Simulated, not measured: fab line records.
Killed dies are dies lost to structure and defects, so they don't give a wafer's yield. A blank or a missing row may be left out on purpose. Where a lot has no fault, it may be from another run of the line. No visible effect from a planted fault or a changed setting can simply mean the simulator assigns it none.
fab line records    flow ritCmos    part 2 of 2: steps 28 to 39 of 39
[record] lots = 5  wafers = 15  lastDay = 6
route steps=202 shown SDANNEAL@153 PSD@157 NSD@158 PLDD@159 NLDD@160 SILICIDE@161 CONTACT@168 M1@184
lots untouched by any fault: they come from a run of this same line in which no faults occurred
startH: start of the lot's first displayed wafer, in hours after the record's first day    waitH: hours from the lot's prior step to this one    " as in the row above    L1.1+2: several wafers, shown together as one row    - no value, or no start given    * or withheld: withheld    < > ~ a bound
route shown NAME@n: NAME is a module with steps in the file, n the number in the route of the first one    usual: mean and standard deviation over wafers with no fault    same: alike in all rows    chamber/n: place in a boat    sites: the reading at each site    _std_site: the standard deviation of these    _edge_site: inner sites' mean taken away from outer sites' mean    radiusMm: how far each site lies from the wafer's centre    mask NAME#n: copy n    behind: the last tool/chamber to shape the wafer    hold: cause of the lot's hold/its duration in hours/its outcome    device: the transistor (n, p or np) that didn't switch    end of line: the tests these same wafers got at the end of their route    for a step that has no rows: nothing shown but its recipe    killed: count of dies lost to structure and defects at first sort (not the wafer's yield)    map: a wafer's dies, x killed, . not, _ none there
set.NAME: the setting the step ran with; set.NAME@STEP: the setting that earlier step ran with    model.NAME: the simulator's own value behind a step, which no gauge read
lots at selected steps of the route; one table per step, one row per wafer
services: from which hour (startH, from the record's first day; less than 0 if before it) a tool's chamber was out of use, for how many hours, and why
[[steps]]
[step RIT_CONTACT_STRIP_12]
[recipe] chemistry = O2  timeS = 180  resist = NOVOLAK  platenTempC = withheld  powerW = 500  pressureMtorr = 4000  o2FlowSccm = 4000
[usual] drypumpMotorCurrentA = 5.8/0.53
lot.wafer  tool            chamber  startH  waitH  drypumpMotorCurrentA  rfHoursCounterH
L074.3     plasmaAsher-02  0        59.08   0.2    6.5                   -
L074.5     "               0        "       "      6.5                   -
L074.6     "               1        "       "      5.1                   -
L075.1     plasmaAsher-02  1        60.34   0.1    5.2                   43
L075.3     "               0        "       "      6.5                   -
L075.5     "               0        "       "      6.6                   -
L077.2     plasmaAsher-02  1        69.42   0.1    5.2                   44
L077.3     "               0        "       "      6.6                   -
L077.5     "               0        "       "      6.5                   -
L085.2     plasmaAsher-01  1        111.03  0.1    6.1                   27
L085.4     "               0        "       "      5.6                   -
L085.6     "               0        "       "      5.6                   -
L092.3     plasmaAsher-01  1        147.73  0.2    6.2                   -
L092.5     "               1        "       "      6.1                   -
L092.6     "               0        "       "      5.6                   -
[step RIT_CONTACT_CD_MEAS_90]
[recipe] targetCdNm = 1000
[usual] cdNm = 1000.5/2
lot.wafer  tool      chamber  startH  waitH  cdNm
L074.3     cdSem-01  -        59.24   0.1    1001.5
L074.5     "         -        "       "      1002.0
L074.6     "         -        "       "      1002.7
L075.1     cdSem-01  -        60.51   0.1    1002.3
L075.3     "         -        "       "      1001.4
L075.5     "         -        "       "      1002.1
L077.2     cdSem-01  -        69.62   0.1    998.4
L077.3     "         -        "       "      1001.0
L077.5     "         -        "       "      999.7
L085.2     cdSem-01  -        111.23  0.1    1000.7
L085.4     "         -        "       "      1001.9
L085.6     "         -        "       "      1000.7
L092.3     cdSem-02  -        147.89  0.1    1000.5
L092.5     "         -        "       "      1000.1
L092.6     "         -        "       "      1001.3
[step RIT_CONTACT_CLEAN_13]
[recipe] chemistry = SC1  mix = 3:3:50  timeS = 600  tempC = 75
[usual] bathGuardTempC = 74.6/0.35
lot.wafer  tool         chamber  startH  waitH  bathGuardTempC
L074.3     wetBench-01  2        59.32   0.1    74.9
L074.5     "            2        "       "      75.0
L074.6     "            2        "       "      74.8
L075.1     wetBench-03  3        60.63   0.1    75.4
L075.3     "            3        "       "      74.5
L075.5     "            3        "       "      75.3
L077.2     wetBench-01  3        69.72   0.1    75.2
L077.3     "            3        "       "      74.8
L077.5     "            3        "       "      75.1
L085.2     wetBench-02  2        111.33  0.1    74.6
L085.4     "            2        "       "      74.6
L085.6     "            2        "       "      74.4
L092.3     wetBench-03  2        147.97  0.1    74.9
L092.5     "            2        "       "      74.4
L092.6     "            2        "       "      74.5
[step RIT_CONTACT_CLEAN_14]
[recipe] chemistry = SC2  mix = 3:3:50  timeS = 600  tempC = 75  dry = n2Spin
[usual] bathGuardTempC = 74.7/0.66
lot.wafer  tool         chamber  startH  waitH  bathGuardTempC
L074.3     wetBench-02  1        59.49   0.0    75.4
L074.5     "            1        "       "      75.5
L074.6     "            1        "       "      75.6
L075.1     wetBench-01  3        60.81   0.0    74.9
L075.3     "            3        "       "      75.2
L075.5     "            3        "       "      75.0
L077.2     wetBench-02  0        69.89   0.0    75.4
L077.3     "            0        "       "      75.3
L077.5     "            0        "       "      75.6
L085.2     wetBench-03  0        111.50  0.0    74.2
L085.4     "            0        "       "      74.3
L085.6     "            0        "       "      74.2
L092.3     wetBench-03  0        148.15  0.0    74.3
L092.5     "            0        "       "      74.3
L092.6     "            0        "       "      74.5
[step RIT_M1_SPUTTER_00]
[recipe] material = Al  targetThkNm = 400  powerW = 2000  chamberPressurePa = 0.4  gas = Ar  timeS = 500  substrateTempC = 25
[usual] cathodeDcPowerW = 2000.0/0.37  throttleValvePct = 30.5/0.96
lot.wafer  tool           chamber  startH  waitH  cathodeDcPowerW  throttleValvePct
L074.3     pvdSputter-02  -        59.68   0.0    2000.7           30.9
L074.5     "              -        "       "      1999.7           30.9
L074.6     "              -        "       "      1999.9           32.0
L075.1     pvdSputter-04  -        60.98   0.0    2000.2           30.5
L075.3     "              -        "       "      2000.6           30.1
L075.5     "              -        "       "      2000.2           30.9
L077.2     pvdSputter-04  -        70.07   0.0    2000.4           30.0
L077.3     "              -        "       "      2000.5           29.4
L077.5     "              -        "       "      2000.4           30.9
L085.2     pvdSputter-02  -        111.68  0.0    2000.0           30.9
L085.4     "              -        "       "      1999.5           30.9
L085.6     "              -        "       "      2000.0           31.1
L092.3     pvdSputter-04  -        148.32  0.0    1999.8           29.4
L092.5     "              -        "       "      2000.6           31.1
L092.6     "              -        "       "      2000.2           30.8
[step RIT_M1_RS_MEAS_01]
[recipe] thkMeasGauge = four-point-probe  reads = Al_of_M1_SPUTTER_00
[usual] M1_AL_RS = 0.0729/0.00084
lot.wafer  tool          chamber  startH  waitH  M1_AL_RS[ohm/sq]
L074.3     filmMetro-01  -        60.02   0.2    0.0727
L074.5     "             -        "       "      0.0725
L074.6     "             -        "       "      0.0725
L075.1     filmMetro-01  -        61.27   0.1    0.0733
L075.3     "             -        "       "      0.0727
L075.5     "             -        "       "      0.0724
L077.2     filmMetro-01  -        70.38   0.2    0.0724
L077.3     "             -        "       "      0.0726
L077.5     "             -        "       "      0.0722
L085.2     filmMetro-01  -        111.99  0.2    0.0725
L085.4     "             -        "       "      0.0729
L085.6     "             -        "       "      0.0726
L092.3     filmMetro-01  -        148.65  0.2    0.0746
L092.5     "             -        "       "      0.0731
L092.6     "             -        "       "      0.0735
[step RIT_M1_THK_MEAS_02]
[recipe] thkMeasGauge = xrf  reads = Al_of_M1_SPUTTER_00
[usual] M1_AL_THK = 399/5.9
lot.wafer  tool          chamber  startH  waitH  M1_AL_THK[nm]
L074.3     filmMetro-01  -        60.12   0.1    396
L074.5     "             -        "       "      395
L074.6     "             -        "       "      394
L075.1     filmMetro-01  -        61.39   0.1    390
L075.3     "             -        "       "      397
L075.5     "             -        "       "      397
L077.2     filmMetro-01  -        70.49   0.1    398
L077.3     "             -        "       "      394
L077.5     "             -        "       "      398
L085.2     filmMetro-01  -        112.10  0.1    398
L085.4     "             -        "       "      396
L085.6     "             -        "       "      395
L092.3     filmMetro-01  -        148.75  0.1    389
L092.5     "             -        "       "      397
L092.6     "             -        "       "      395
[step RIT_M1_HMDS_03]
[recipe] primeTimeS = 60  primeTempC = 140
lot.wafer   tool           chamber  startH  waitH
L074.3+5+6  lithoTrack-04  0        60.21   0.1
L075.1+3+5  lithoTrack-04  0        61.45   0.1
L077.2+3+5  lithoTrack-01  0        70.57   0.1
L085.2+4+6  lithoTrack-04  0        112.37  0.3
L092.3+5+6  lithoTrack-03  0        148.84  0.1
[step RIT_M1_COAT_04]
[recipe] resist = NOVOLAK  spinRpm = 2000  resistThkNm = 1300
lot.wafer   tool           chamber  startH  waitH
L074.3+5+6  lithoTrack-04  0        60.36   0.1
L075.1+3+5  lithoTrack-04  0        61.60   0.1
L077.2+3+5  lithoTrack-01  0        70.72   0.1
L085.2+4+6  lithoTrack-04  0        112.52  0.1
L092.3+5+6  lithoTrack-03  0        148.99  0.1
[step RIT_M1_SOFTBAKE_05]
[recipe] resist = NOVOLAK  tempC = 90  timeS = 60
lot.wafer   tool           chamber  startH  waitH
L074.3+5+6  lithoTrack-04  0        60.51   0.1
L075.1+3+5  lithoTrack-04  0        61.75   0.1
L077.2+3+5  lithoTrack-01  0        70.87   0.1
L085.2+4+6  lithoTrack-04  0        112.67  0.1
L092.3+5+6  lithoTrack-03  0        149.14  0.1
[step RIT_M1_EXPOSE_06]
[recipe] maskId = M12  na = 0.6  sourceShape = conventional  sigmaOuter = 0.5  targetCdNm = 2600  doseMj = 250
[usual] exposureDoseMJCm2 = 250.00/0.26
lot.wafer  tool             chamber  startH  waitH  mask   exposureDoseMJCm2
L074.3     ilineStepper-02  0        60.65   0.1    M12#0  249.88
L074.5     "                0        "       "      M12#0  250.21
L074.6     "                0        "       "      M12#0  250.05
L075.1     ilineStepper-02  0        61.90   0.1    M12#0  249.95
L075.3     "                0        "       "      M12#0  250.43
L075.5     "                0        "       "      M12#0  249.97
L077.2     ilineStepper-01  0        71.13   0.2    M12#0  250.01
L077.3     "                0        "       "      M12#0  250.17
L077.5     "                0        "       "      M12#0  250.17
L085.2     ilineStepper-02  0        112.94  0.2    M12#0  249.74
L085.4     "                0        "       "      M12#0  249.56
L085.6     "                0        "       "      M12#0  250.09
L092.3     ilineStepper-02  0        149.41  0.2    M12#0  250.17
L092.5     "                0        "       "      M12#0  250.37
L092.6     "                0        "       "      M12#0  250.40
[step RIT_M1_PEB_07]
[recipe] resist = NOVOLAK  tempC = withheld  timeS = withheld
lot.wafer   tool           chamber  startH  waitH
L074.3+5+6  lithoTrack-03  0        60.77   0.1
L075.1+3+5  lithoTrack-04  0        62.02   0.1
L077.2+3+5  lithoTrack-03  0        71.26   0.1
L085.2+4+6  lithoTrack-01  0        113.15  0.2
L092.3+5+6  lithoTrack-01  0        149.54  0.1
[[services]]
tool             chamber  startH  hours  kind
ilineStepper-01  -        35.52   1.7    pm
rieDiel-02       3        68.64   -      clean
rieDiel-02       3        68.64   20.6   scheduledDown
rieDiel-02       3        68.64   20.6   ventCycle
rieDiel-01       0        87.76   5.4    repair
wetBench-02      -        92.42   3.8    repair
rieDiel-01       0        93.16   -      clean
rieDiel-01       0        93.16   12.9   scheduledDown
rieDiel-01       0        93.16   12.9   ventCycle
ilineStepper-01  -        102.15  2.1    pm
ilineStepper-01  -        104.23  -      consumableReplace:lamp
ilineStepper-02  -        119.40  4.4    pm
rieDiel-02       0        119.41  8.8    repair
pecvd-03         -        123.13  0.9    repair
ilineStepper-01  -        123.84  5.2    repair
pvdSputter-02    -        138.72  1.9    repair
wetBench-01      -        149.57  5.0    repair
